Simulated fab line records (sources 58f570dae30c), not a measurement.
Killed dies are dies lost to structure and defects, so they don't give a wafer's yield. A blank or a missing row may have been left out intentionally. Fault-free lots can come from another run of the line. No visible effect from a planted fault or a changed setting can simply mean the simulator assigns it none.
fab line records -- flow berkeleyCmos170
record: lots: 6, wafers: 18, lastDay: 13
route steps=331 shown GATE@136 PLDD@145
lots that met no fault: from a run of the same line without faults
startH: the number of hours between the record's first day and the start of the first shown wafer of the lot -- waitH: hours elapsed since this lot's preceding step -- " same as the row above -- L1.1+2: a row that stands for several wafers -- - value missing, or start not given -- * or withheld: withheld -- < > ~ a bound
route shown NAME@n: a module of which the file shows steps, and the number in the route of the first -- usual: average and standard deviation across the fault-free wafers -- same: alike in all rows -- chamber/n: place in a boat -- sites: readings site by site -- _std_site: the values' standard deviation -- _edge_site: inner sites' mean taken away from outer sites' mean -- radiusMm: for every site, how far away it sits from the centre of the wafer -- mask NAME#n: copy n -- behind: the last tool/chamber to shape the wafer -- hold: why the lot went on hold/how many hours it stayed there/how the hold came to an end -- device: the n, p or np transistor that did not switch -- end of line: tests of these same wafers at the route's end -- a step given without rows: its recipe and nothing more -- killed: at the first sort, the dies lost to defects and structure; wafer yield is something else -- map: shows each die of a wafer: x if killed, . if not, _ if none is there
set.NAME: the setting as run; set.NAME@STEP: as run at that earlier step -- model.NAME: the simulator's own value behind a step, which no gauge read
certain route steps with their lots: each step a table, each wafer a row
services: from which hour (startH, from the record's first day; less than 0 if before it) a tool's chamber was out of use, for how many hours, and why
== steps ==
step: UCB170_GATE_PEB_10
recipe: pebTempC: 130, pebTimeS: withheld, resist: KrF
step: UCB170_GATE_DEVELOP_11
recipe: developer: TMAH, developTimeS: 45, resist: KrF, devTempC: 21
step: UCB170_GATE_CD_MEAS_12
recipe: targetCdNm: 350
usual: cdNm: 350.2/1.4
lot.wafer,tool,chamber,startH,waitH,cdNm
L601.1,cdSem-02,-,200.60,-,351.7
L601.4,cdSem-02,-,200.60,-,350.6
L601.5,cdSem-02,-,200.60,-,350.2
L600.1,cdSem-02,-,201.08,-,351.1
L600.4,cdSem-02,-,201.08,-,351.5
L600.5,cdSem-02,-,201.08,-,351.3
L609.1,cdSem-02,-,242.48,-,347.6
L609.2,cdSem-02,-,242.48,-,347.1
L609.5,cdSem-02,-,242.48,-,348.2
L610.2,cdSem-02,-,242.78,-,350.2
L610.3,cdSem-02,-,242.78,-,349.5
L610.5,cdSem-02,-,242.78,-,351.7
L608.1,cdSem-01,-,242.91,-,352.2
L608.4,cdSem-01,-,242.91,-,352.6
L608.6,cdSem-01,-,242.91,-,350.5
L613.1,cdSem-01,-,267.27,-,350.2
L613.5,cdSem-01,-,267.27,-,351.5
L613.6,cdSem-01,-,267.27,-,349.7
step: UCB170_GATE_OVL_MEAS_13
usual: GATE_OVL: 5/4.5
lot.wafer,tool,chamber,startH,waitH,GATE_OVL[nm]
L601.1,overlay-01,-,200.72,0.1,4
L601.4,overlay-01,-,200.72,0.1,10
L601.5,overlay-01,-,200.72,0.1,9
L600.1,overlay-01,-,201.20,0.1,0
L600.4,overlay-01,-,201.20,0.1,5
L600.5,overlay-01,-,201.20,0.1,11
L609.1,overlay-02,-,242.60,0.1,4
L609.2,overlay-02,-,242.60,0.1,6
L609.5,overlay-02,-,242.60,0.1,-3
L610.2,overlay-01,-,242.88,0.1,13
L610.3,overlay-01,-,242.88,0.1,1
L610.5,overlay-01,-,242.88,0.1,5
L608.1,overlay-02,-,243.03,0.1,11
L608.4,overlay-02,-,243.03,0.1,1
L608.6,overlay-02,-,243.03,0.1,4
L613.1,overlay-02,-,267.39,0.1,12
L613.5,overlay-02,-,267.39,0.1,9
L613.6,overlay-02,-,267.39,0.1,1
step: UCB170_GATE_ETCH_14
recipe: chemistry: N2/H2, targetDepthA: withheld, overetchA: withheld, target: BARC, timeS: withheld, sourceW: 500, biasW: 100, pressureMtorr: 30, n2FlowSccm: 100, h2FlowSccm: 200
usual: drypumpMotorCurrentA: 5.4/0.46, h2FlowSccm: 200.1/0.53, oesProductAu: 0.990/0.02, throttleValvePct: 13.35/0.12
lot.wafer,tool,chamber,startH,waitH,drypumpMotorCurrentA,h2FlowSccm,oesProductAu,throttleValvePct
L601.1,rieDiel-02,1,200.75,0.0,5.6,199.3,0.984,13.34
L601.4,rieDiel-02,0,200.75,0.0,6.2,200.3,0.962,13.39
L601.5,rieDiel-02,3,200.75,0.0,5.6,200.7,1.000,13.18
L600.1,rieDiel-03,3,201.23,0.0,4.7,200.0,1.029,13.63
L600.4,rieDiel-03,1,201.23,0.0,6.4,199.9,1.008,13.24
L600.5,rieDiel-03,3,201.23,0.0,4.7,200.3,1.034,13.60
L609.1,rieDiel-03,0,242.64,0.0,5.5,199.7,1.013,13.35
L609.2,rieDiel-03,1,242.64,0.0,6.4,200.1,1.010,13.26
L609.5,rieDiel-03,0,242.64,0.0,5.5,200.0,1.008,13.33
L610.2,rieDiel-04,0,242.91,0.0,5.1,200.2,0.984,13.29
L610.3,rieDiel-04,1,242.91,0.0,5.3,199.5,0.992,13.42
L610.5,rieDiel-04,2,242.91,0.0,5.1,200.9,0.959,13.27
L608.1,rieDiel-02,0,243.07,0.0,6.2,200.1,0.966,13.38
L608.4,rieDiel-02,3,243.07,0.0,5.6,199.4,1.006,13.17
L608.6,rieDiel-02,3,243.07,0.0,5.6,199.5,1.001,13.19
L613.1,rieDiel-04,2,267.43,0.0,5.0,199.5,1.003,13.28
L613.5,rieDiel-04,0,267.43,0.0,5.0,199.9,0.971,13.31
L613.6,rieDiel-04,3,267.43,0.0,5.3,199.3,0.959,13.39
step: UCB170_GATE_ETCH_15
recipe: chemistry: HBr/Cl2, target: poly-Si, stopOn: SiO2, overEtchFrac: 0.3, icpW: 300, biasW: 150, timeS: 56.3, pressureMtorr: 15, HBr_flow_sccm: 150, Cl2_flow_sccm: 50, targetDepthA: 2782
usual: drypumpMotorCurrentA: 5.9/0.31, mfcCl2Sccm: 50.02/0.14, oesProductAu: 0.832/0.015, throttleValvePct: 26.62/0.18
lot.wafer,tool,chamber,startH,waitH,drypumpMotorCurrentA,mfcCl2Sccm,oesProductAu,rfHoursCounterH,throttleValvePct
L601.1,rieSi-02,0,200.80,-,6.0,50.12,0.841,0,26.57
L601.4,rieSi-02,2,200.80,-,5.8,50.10,0.840,84,26.76
L601.5,rieSi-02,1,200.80,-,6.6,50.24,0.830,-,26.48
L600.1,rieSi-02,0,201.28,-,6.0,50.14,0.836,0,26.59
L600.4,rieSi-02,2,201.28,-,5.8,50.13,0.835,84,26.76
L600.5,rieSi-02,1,201.28,-,6.6,50.22,0.835,-,26.47
L609.1,rieSi-01,2,242.68,-,6.0,49.99,0.833,11,26.73
L609.2,rieSi-01,0,242.68,-,6.1,49.98,0.848,68,26.77
L609.5,rieSi-01,3,242.68,-,5.6,50.14,0.810,-,26.28
L610.2,rieSi-02,3,242.96,-,5.5,49.79,0.841,2,26.81
L610.3,rieSi-02,1,242.96,-,6.6,50.29,0.842,1,26.47
L610.5,rieSi-02,2,242.96,-,5.8,50.15,0.823,-,26.76
L608.1,rieSi-01,0,243.11,-,6.1,50.05,0.837,68,26.78
L608.4,rieSi-01,3,243.11,-,5.6,49.97,0.797,3,26.28
L608.6,rieSi-01,1,243.11,-,6.0,50.00,0.813,-,26.55
L613.1,rieSi-02,0,267.47,-,6.0,50.12,0.818,1,26.60
L613.5,rieSi-02,3,267.47,-,5.5,49.81,0.840,-,26.83
L613.6,rieSi-02,2,267.47,-,5.8,50.09,0.821,-,26.75
step: UCB170_GATE_STRIP_16
recipe: chemistry: O2, powerW: 400, pressureMtorr: 3500, platenTempC: withheld, o2FlowSccm: 400, overashFraction: 0.5
usual: drypumpMotorCurrentA: 6.1/0.31, oesProductAu: 0.724/0.0047
same: overashFraction: 0.5
lot.wafer,tool,chamber,startH,waitH,drypumpMotorCurrentA,oesProductAu,rfHoursCounterH
L601.1,plasmaAsher-03,1,200.84,0.0,5.8,0.728,8
L601.4,plasmaAsher-03,0,200.84,0.0,6.2,0.734,-
L601.5,plasmaAsher-03,0,200.84,0.0,6.2,0.724,-
L600.1,plasmaAsher-01,1,201.32,0.0,6.4,0.718,44
L600.4,plasmaAsher-01,1,201.32,0.0,6.4,0.725,-
L600.5,plasmaAsher-01,1,201.32,0.0,6.4,0.736,-
L609.1,plasmaAsher-02,1,242.73,0.0,6.1,0.719,56
L609.2,plasmaAsher-02,0,242.73,0.0,6.4,0.732,56
L609.5,plasmaAsher-02,0,242.73,0.0,6.4,0.720,-
L610.2,plasmaAsher-03,1,243.00,0.0,5.8,0.724,13
L610.3,plasmaAsher-03,1,243.00,0.0,5.8,0.730,-
L610.5,plasmaAsher-03,1,243.00,0.0,5.8,0.722,-
L608.1,plasmaAsher-02,0,243.16,0.0,6.4,0.718,56
L608.4,plasmaAsher-02,1,243.16,0.0,6.0,0.725,-
L608.6,plasmaAsher-02,0,243.16,0.0,6.4,0.726,-
L613.1,plasmaAsher-01,0,267.52,0.0,5.6,0.730,52
L613.5,plasmaAsher-01,1,267.52,0.0,6.4,0.717,-
L613.6,plasmaAsher-01,0,267.52,0.0,5.6,0.723,-
step: UCB170_GATE_CD_MEAS_90
recipe: targetCdNm: 350
usual: cdNm: 350.1/1.6
lot.wafer,tool,chamber,startH,waitH,cdNm
L601.1,cdSem-02,-,201.20,0.3,350.6
L601.4,cdSem-02,-,201.20,0.3,349.4
L601.5,cdSem-02,-,201.20,0.3,349.5
L600.1,cdSem-02,-,201.56,0.2,351.5
L600.4,cdSem-02,-,201.56,0.2,351.3
L600.5,cdSem-02,-,201.56,0.2,352.0
L609.1,cdSem-02,-,242.88,0.1,348.2
L609.2,cdSem-02,-,242.88,0.1,347.4
L609.5,cdSem-02,-,242.88,0.1,349.2
L610.2,cdSem-01,-,243.12,0.1,349.7
L610.3,cdSem-01,-,243.12,0.1,348.9
L610.5,cdSem-01,-,243.12,0.1,351.2
L608.1,cdSem-02,-,243.26,0.1,351.2
L608.4,cdSem-02,-,243.26,0.1,352.4
L608.6,cdSem-02,-,243.26,0.1,349.6
L613.1,cdSem-01,-,267.64,0.1,350.8
L613.5,cdSem-01,-,267.64,0.1,351.8
L613.6,cdSem-01,-,267.64,0.1,350.2
step: UCB170_GATE_CLEAN_17
recipe: chemistry: SPM, tempC: 120, timeS: 600
step: UCB170_PLDD_HMDS_00
recipe: primeTimeS: 60, primeTempC: 100
step: UCB170_PLDD_COAT_01
recipe: resist: KrF, spinRpm: 1500, resistThkNm: 900
step: UCB170_PLDD_SOFTBAKE_02
recipe: resist: KrF, tempC: 130, timeS: 60
step: UCB170_PLDD_EXPOSE_03
recipe: maskId: PSELECT, na: 0.5, sigmaOuter: 0.6, sourceShape: conventional, targetCdNm: 1200, doseMj: 30
usual: exposureDoseMJCm2: 29.98/0.032, focusOffsetNm: 0.0/0.58
lot.wafer,tool,chamber,startH,waitH,mask,exposureDoseMJCm2,focusOffsetNm
L601.1,krfScanner-02,0,202.48,-,PSELECT#0,29.98,0.0
L601.4,krfScanner-02,0,202.48,-,PSELECT#0,30.01,-0.4
L601.5,krfScanner-02,0,202.48,-,PSELECT#0,29.98,0.0
L600.1,krfScanner-01,0,203.60,-,PSELECT#0,29.94,0.1
L600.4,krfScanner-01,0,203.60,-,PSELECT#0,29.94,-0.5
L600.5,krfScanner-01,0,203.60,-,PSELECT#0,29.94,-0.3
L609.1,krfScanner-02,-,244.48,0.1,PSELECT#0,-,-
L609.2,krfScanner-02,-,244.48,0.1,PSELECT#0,-,-
L609.5,krfScanner-02,-,244.48,0.1,PSELECT#0,-,-
L610.2,krfScanner-02,-,244.67,-,PSELECT#0,-,-
L610.3,krfScanner-02,-,244.67,-,PSELECT#0,-,-
L610.5,krfScanner-02,-,244.67,-,PSELECT#0,-,-
L608.1,krfScanner-02,0,245.01,0.1,PSELECT#0,29.98,-0.4
L608.4,krfScanner-02,0,245.01,0.1,PSELECT#0,30.00,0.0
L608.6,krfScanner-02,0,245.01,0.1,PSELECT#0,29.97,-0.2
L613.1,krfScanner-01,0,269.00,0.1,PSELECT#0,29.97,-0.1
L613.5,krfScanner-01,0,269.00,0.1,PSELECT#0,29.95,0.1
L613.6,krfScanner-01,0,269.00,0.1,PSELECT#0,29.97,0.2
step: UCB170_PLDD_PEB_04
recipe: pebTempC: 130, pebTimeS: withheld, resist: KrF
== services ==
tool,chamber,startH,hours,kind
rieDiel-02,-,184.25,0.2,repair
rieDiel-04,0,186.21,-,clean
rieDiel-04,0,186.21,12.9,scheduledDown
rieDiel-04,0,186.21,12.9,ventCycle
plasmaAsher-03,-,192.05,3.4,repair
plasmaAsher-02,-,196.18,2.3,repair
rieSi-02,-,196.35,0.1,repair
krfScanner-01,-,205.17,0.8,pm
rieSi-01,1,206.28,8.7,repair
rieSi-01,3,207.58,1.9,repair
krfScanner-02,0,208.88,-,calibration
rieDiel-04,3,215.39,4.1,repair
plasmaAsher-02,-,226.22,3.6,repair
rieDiel-02,0,238.93,3.3,repair
krfScanner-01,-,244.50,1.0,pm
rieDiel-04,2,245.47,-,clean
rieDiel-04,2,245.47,15.6,scheduledDown
rieDiel-04,2,245.47,15.6,ventCycle
rieDiel-02,2,248.91,1.4,repair
krfScanner-02,-,253.07,0.8,pm
== key ==
firstSign: step: UCB170_PLDD_EXPOSE_03, reading: toolRecord, direction: missing
effect none on later readings
metAt UCB170_PLDD_EXPOSE_03
struckWafers L609.1,L609.2,L609.5,L610.2,L610.3,L610.5
sortLeftOut L609.1,L609.2,L609.5,L610.2,L610.3,L610.5
testerLeftOut L609,L610
onsetBetween 202.48 244.48
fault: kind: skippedStepWhole, tool: krfScanner-02, chamber: -, onsetH: 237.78, steps: UCB170_PLDD_EXPOSE_03, scope: struckLotsOnly
testerLeftOut: of these lots the tester's yield and bins aren't shown, on N5 and GAA mostly nor the transistor test; their killed dies are dies lost to structure and defects alone, not to doping, threshold or leakage, so they don't give the yield
sortLeftOut: the simulated sort isn't trusted on such a fault, so these wafers' sort isn't shown, and their yield isn't known
